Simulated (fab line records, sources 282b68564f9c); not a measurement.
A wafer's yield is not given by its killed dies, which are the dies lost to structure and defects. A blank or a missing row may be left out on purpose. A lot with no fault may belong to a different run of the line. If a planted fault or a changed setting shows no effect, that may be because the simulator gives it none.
Which of the tools did it? / flow ritCmos / 14 lots, 42 wafers sampled, at 1 step of a route of 202

WHAT EACH GAUGE READ, for each wafer
No reading from a measuring or inspecting step in the record can be judged against a usual standard deviation.

EACH LOT AND THE TOOL THAT RAN IT (in order: tool; ch and the chambers of the sampled wafers; start)
lot=L124; RIT_ACTIVE_DEVELOP_10=lithoTrack-03 ch 0, day 2 05:00
lot=L125; RIT_ACTIVE_DEVELOP_10=lithoTrack-04 ch 0, day 2 10:00
lot=L126; RIT_ACTIVE_DEVELOP_10=lithoTrack-04 ch 0, day 2 15:00
lot=L128; RIT_ACTIVE_DEVELOP_10=lithoTrack-02 ch 0, day 3 01:00
lot=L129; RIT_ACTIVE_DEVELOP_10=lithoTrack-03 ch 0, day 3 06:00
lot=L131; RIT_ACTIVE_DEVELOP_10=lithoTrack-02 ch 0, day 3 16:00
lot=L132; RIT_ACTIVE_DEVELOP_10=lithoTrack-04, day 3 21:00
lot=L133; RIT_ACTIVE_DEVELOP_10=lithoTrack-04, day 4 02:00
lot=L136; RIT_ACTIVE_DEVELOP_10=lithoTrack-03 ch 0, day 4 17:00
lot=L139; RIT_ACTIVE_DEVELOP_10=lithoTrack-03 ch 0, day 5 08:00
lot=L140; RIT_ACTIVE_DEVELOP_10=lithoTrack-03 ch 0, day 5 13:00
lot=L142; RIT_ACTIVE_DEVELOP_10=lithoTrack-04 ch 0, day 5 23:00
lot=L143; RIT_ACTIVE_DEVELOP_10=lithoTrack-03 ch 0, day 6 04:00
lot=L144; RIT_ACTIVE_DEVELOP_10=lithoTrack-02 ch 0, day 6 09:00
- RIT_ACTIVE_DEVELOP_10: develop time 50 s.

WHAT THE TOOLS THEMSELVES READ (means of the sampled wafers that have a number; where no wafer has one, the mark that the record gives instead)
RIT_ACTIVE_DEVELOP_10.
lot=L124; tool=lithoTrack-03; chillPlateTempC (C)=23.10
lot=L125; tool=lithoTrack-04; chillPlateTempC (C)=22.97
lot=L126; tool=lithoTrack-04; chillPlateTempC (C)=23.01
lot=L128; tool=lithoTrack-02; chillPlateTempC (C)=22.91
lot=L129; tool=lithoTrack-03; chillPlateTempC (C)=22.95
lot=L131; tool=lithoTrack-02; chillPlateTempC (C)=22.99
lot=L132; tool=lithoTrack-04; chillPlateTempC (C)=-
lot=L133; tool=lithoTrack-04; chillPlateTempC (C)=-
lot=L136; tool=lithoTrack-03; chillPlateTempC (C)=22.91
lot=L139; tool=lithoTrack-03; chillPlateTempC (C)=23.00
lot=L140; tool=lithoTrack-03; chillPlateTempC (C)=22.95
lot=L142; tool=lithoTrack-04; chillPlateTempC (C)=23.08
lot=L143; tool=lithoTrack-03; chillPlateTempC (C)=23.07
lot=L144; tool=lithoTrack-02; chillPlateTempC (C)=23.00

THE ANSWER, worked out from the rows above alone
Rule: what is usual is taken from the lots themselves. The widest of any qualifying gaps counts: lots, ordered by their means at a reading, are off when they make up no more than a third of the lots, leave a main group of 4 or more, and stand apart from it by 3 or more times the standard deviation of that group's means. The tables above print the reading to a certain number of digits; a main group whose means all agree to those digits is not used. A lot without any number at a reading at which 4 lots or more have one is off too. All remaining lots with rows at the step are treated as sound. Order of review: gauges by route order, followed by the tools' own readings, for which a lot's mean as printed above is used. The first step at which some lot is off is used, and at that step the reading that is off furthest; a lot without a number counts as furthest.
Off, at RIT_ACTIVE_DEVELOP_10 on chillPlateTempC: L132, L133. Without a number there: L132, L133. The main group has a mean of 23.00 C with a standard deviation of 0.06.
If a tool, at that step or one of the process steps before it, ran each lot that is off and ran no sound lot following the first of them, it fits. Of those tried, none fits.

WHAT THE SIMULATOR HAD PUT IN
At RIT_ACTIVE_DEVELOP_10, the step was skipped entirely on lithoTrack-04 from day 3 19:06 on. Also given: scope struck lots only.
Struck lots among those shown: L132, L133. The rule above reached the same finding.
